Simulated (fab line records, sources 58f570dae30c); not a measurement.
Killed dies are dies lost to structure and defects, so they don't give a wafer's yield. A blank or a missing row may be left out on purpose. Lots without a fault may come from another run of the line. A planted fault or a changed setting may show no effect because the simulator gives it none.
One fault seen from 2 desks | flow berkeley_cmos170 | each desk has only its own numbers; what lay behind them comes last

THE METROLOGY DESK
What the gauges read, lot by lot, whatever tool the lot ran on: means of the sampled wafers that have a number. A lot is out of limits, marked OUT, if its mean lies more than 4 standard deviations from the usual mean; the brackets give that distance.
Columns: A = PVT_TW at UCB170_PVT_TW_MEAS_09, usual 509; B = cd_nm at UCB170_V1_CD_MEAS_90, usual 699.9 nm; C = V2_POLISHED_THK at UCB170_V2_THK_MEAS_04, usual 1000.2 nm; D = cd_nm at UCB170_V2_CD_MEAS_12, usual 700.1 nm
lot  | first seen here | A   | B     | C                        | D
L194 | day 6 09:08     | 511 | 698.4 | 999.4                    | 699.1
L195 | day 6 09:15     | 507 | 702.6 | 999.5                    | 697.2
L196 | day 7 04:44     | 512 | 700.1 | 1000.3                   | 699.5
L198 | day 7 17:47     | 513 | 701.6 | 999.0                    | 698.2
L199 | day 7 17:55     | 512 | 700.2 | 999.6                    | 698.9
L202 | day 8 10:10     | 500 | 699.0 | 1001.3                   | 699.7
L201 | day 8 10:32     | 508 | 701.9 | 1000.3                   | 700.2
L203 | day 8 18:42     | 510 | 701.1 | 1360.1 (+99 or more) OUT | 700.3
L204 | day 8 18:48     | 509 | 697.7 | 1353.1 (+99 or more) OUT | 699.9
L205 | day 8 19:02     | 510 | 698.1 | 1348.3 (+99 or more) OUT | 700.6
L206 | day 9 11:00     | 512 | 699.6 | 1000.8                   | 702.6
L208 | day 9 16:22     | 511 | 697.7 | 1000.3                   | 700.7
L213 | day 10 11:55    | 515 | 700.7 | 999.9                    | 700.1
L216 | day 11 06:57    | 512 | 699.3 | 1001.5                   | 700.3
L215 | day 11 07:02    | 503 | 701.1 | 1000.2                   | 700.7
This desk's finding: out of limits on L203, L204, L205; first on L204, day 10 17:44 (V2_POLISHED_THK at UCB170_V2_THK_MEAS_04). In limits: L194, L195, L196, L198, L199, L202, L201, L206, L208, L213, L216, L215.

THE TOOL OWNER'S DESK: cmp-02
The tool's own readings at UCB170_V2_CMP_02 (polishes SiO2): means of the sampled wafers that have a number, for each lot that ran on this tool. A lot is out of limits, marked OUT, if its mean lies more than 4 standard deviations from the usual mean; the brackets give that distance.
Columns: A = motor_current_A at UCB170_V2_CMP_02, usual 16.3 A
lot  | first seen here | A
L194 | day 8 18:20     | 16.1
L196 | day 9 06:50     | 16.5
L198 | day 10 01:47    | 18.3
L201 | day 10 08:20    | 15.3
L204 | day 10 17:21    | 17.2
L203 | day 10 18:43    | 15.9
L205 | day 10 19:01    | 16.2
This desk's finding: nothing out of limits on any of the 7 lots.

PUT TOGETHER
The metrology desk could have raised an alarm at day 10 17:44, on L203, L204, L205.
The tool owner's desk saw nothing out of limits.
The tool owner's desk has L203, L204, L205 on record, within its limits.
Of the lots named, all ran UCB170_V2_CMP_02 on cmp-02.

WHAT THE SIMULATOR HAD PUT IN
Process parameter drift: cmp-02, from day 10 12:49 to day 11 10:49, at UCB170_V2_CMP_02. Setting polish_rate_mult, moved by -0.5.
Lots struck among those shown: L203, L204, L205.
Hours from the fault's start to each desk's first reading out of limits: the metrology desk, 5.
